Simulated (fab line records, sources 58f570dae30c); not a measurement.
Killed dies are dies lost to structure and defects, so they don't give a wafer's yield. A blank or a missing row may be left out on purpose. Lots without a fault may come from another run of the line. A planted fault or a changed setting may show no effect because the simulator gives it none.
Which tool did it? | flow berkeley_cmos170 | 7 lots, 21 wafers sampled, at 4 steps of a route of 331

WHAT THE GAUGES READ, wafer by wafer
UCB170_NSD_TW_MEAS_10.
lot  | measured     | on            | NSD_TW
L240 | day 8 07:26  | film_metro-04 | 4209 4199 4236
L241 | day 8 07:32  | film_metro-03 | 4228 4237 4253
L247 | day 9 07:03  | film_metro-03 | 4244 4235 4231
L250 | day 9 15:41  | film_metro-04 | 4024 4011 4048 4052 4027 4026
L252 | day 9 16:01  | film_metro-04 | 4045 4041 4029 4033 4033 4057
L255 | day 11 00:43 | film_metro-04 | 4171 4185 4177
L258 | day 11 20:38 | film_metro-01 | 4220 4222 4213

WHICH TOOL RAN EACH LOT (tool, then ch and the chambers of the sampled wafers, then the start)
lot  | UCB170_PLDD_STRIP_10                 | UCB170_NSD_IMPLANT_08           | UCB170_NSD_STRIP_09
L240 | plasma_asher-04 ch 0,1, day 7 15:05  | implanter-04 ch 0, day 8 07:13  | plasma_asher-02 ch 0,1, day 8 07:20
L241 | plasma_asher-04 ch 0,1, day 7 15:36  | implanter-02 ch 0, day 8 07:17  | plasma_asher-04 ch 0,1, day 8 07:25
L247 | plasma_asher-01 ch 0,1, day 8 14:33  | implanter-02 ch 0, day 9 06:49  | plasma_asher-02 ch 0,1, day 9 06:56
L250 | plasma_asher-01 ch 0,1, day 9 01:25  | implanter-02 ch 0, day 9 15:27  | plasma_asher-02 ch 0,1, day 9 15:35
L252 | plasma_asher-04 ch 1, day 9 02:25    | implanter-02 ch 0, day 9 15:46  | plasma_asher-03 ch 0,1, day 9 15:55
L255 | plasma_asher-03 ch 0,1, day 10 09:19 | implanter-01 ch 0, day 11 00:28 | plasma_asher-03 ch 0,1, day 11 00:37
L258 | plasma_asher-01 ch 0,1, day 11 08:53 | implanter-04 ch 0, day 11 20:25 | plasma_asher-02 ch 0,1, day 11 20:32
- UCB170_PLDD_STRIP_10: strips in O2.
- UCB170_NSD_IMPLANT_08
- UCB170_NSD_STRIP_09: strips in O2.

THE ANSWER, worked out from the rows above alone
Rule: what is usual is taken from the lots themselves. Put in order of their means at a reading, lots are off if they are a third of the lots or fewer, leave a main group of 4 or more, and stand apart from it by a gap of 3 or more times the standard deviation of the main group's means; of several such gaps the widest counts. A main group whose means are all the same, to the digits that the tables above print for the reading, isn't used. A lot without any number at a reading at which 4 lots or more have one is off too. The other lots that the step has rows for count as sound.
Off: L250, L252, at UCB170_NSD_TW_MEAS_10 (NSD_TW). The main group: mean 4217, standard deviation 22.
A tool fits if, at a process step before that reading, it ran every lot that is off, and no sound lot after the first of them. The gauges at UCB170_NSD_TW_MEAS_10 are tried like those tools. One fits: implanter-02 at UCB170_NSD_IMPLANT_08. Its last sound lot is L247 (day 9 06:49), its first lot that is off L250 (day 9 15:27): a fault that began between those two fits.

WHAT THE SIMULATOR HAD PUT IN
Process parameter drift: implanter-02, from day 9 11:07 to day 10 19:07, at UCB170_NSD_IMPLANT_08. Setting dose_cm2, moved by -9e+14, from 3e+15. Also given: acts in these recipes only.
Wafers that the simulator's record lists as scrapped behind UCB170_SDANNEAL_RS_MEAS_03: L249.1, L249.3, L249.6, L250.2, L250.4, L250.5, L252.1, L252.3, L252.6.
Lots struck among those shown: L250, L252. The rule above found the same.
